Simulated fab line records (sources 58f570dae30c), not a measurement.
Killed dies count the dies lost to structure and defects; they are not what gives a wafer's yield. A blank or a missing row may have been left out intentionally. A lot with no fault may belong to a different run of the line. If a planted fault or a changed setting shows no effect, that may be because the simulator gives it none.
Problem report in the 8D (eight disciplines) form, filled by code + flow berkeley-cmos170 + the parts of the form that need people (team, actions taken, sign-off) are left out

== 1. WHAT IS WRONG ==
At UCB170_NWELL_IMPLANT_14, beam-energy-keV averages 143.51 over 9 wafers from 3 lots, while fault-free wafers read 150.00, standard deviation 0.051. That is -99 or more standard deviations from the usual mean.
Seen first at day 4 13:35 on implanter-02, wafer L959.1. Wafers with a number at this step in the record: 21, from 7 lots. Rule for "out", or "out of limits": more than 4 standard deviations from the usual mean. All remaining wafers that have a number are taken as sound.

== 2. WHAT IT IS, WHAT IT ISN'T ==
| question                    | is                     | is not                                                                   |
|-----------------------------|------------------------|--------------------------------------------------------------------------|
| which readings at this step | beam-energy-keV        | -                                                                        |
| which lots                  | L959, L960, L962       | L950, L953, L961, L963                                                   |
| which wafers of those lots  | all that have a number | -                                                                        |
| read on which tools         | implanter-02           | implanter-01, implanter-03                                               |
| when                        | from day 4 13:35       | up to then (6 sound wafers); but 6 sound wafers of L961, L963 came after |

== 3. WHAT RULES OUT EACH SUSPECT ==
Counting: a tool stays on the suspect list if, at a process step up to the reading, it processed all lots that are out and no sound lot following the first of them.
- implanter-02 at UCB170_NWELL_IMPLANT_14: kept. It ran every lot that is out, first L959 (day 4 13:35), and no sound lot after that; its last sound lot up to then is L950 (day 2 16:34). Its own readings are out on those wafers: beam-energy-keV.
Left after counting: implanter-02 at UCB170_NWELL_IMPLANT_14.

== 4. THE CAUSE (what the simulator had put in) ==
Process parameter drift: implanter-02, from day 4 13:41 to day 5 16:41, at UCB170_NWELL_IMPLANT_14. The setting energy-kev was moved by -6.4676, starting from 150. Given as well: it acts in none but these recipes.
The count eliminated every tool but this one.

== 5. THE EFFECT CHAIN, in route order ==
Each row: a reading whose mean over the struck wafers that have a number lies more than 3 standard deviations from the usual. Scope: only readings with a usual standard deviation given in the record; hours: median across lots of the time from each lot's start at the first step in this table that gives one to its start at this step; sigmas: change in usual standard deviations.
| hours | step                    | reading         | usual  | on struck wafers | change | sigmas      |
|-------|-------------------------|-----------------|--------|------------------|--------|-------------|
| 0     | UCB170_NWELL_IMPLANT_14 | beam-energy-keV | 150.00 | 143.51           | -6.49  | -99 or more |
Its process steps:
- UCB170_NWELL_IMPLANT_14

== 6. HOW IT WOULD HAVE BEEN CAUGHT EARLIER ==
In this record the first reading out of limits was taken at day 4 13:35.
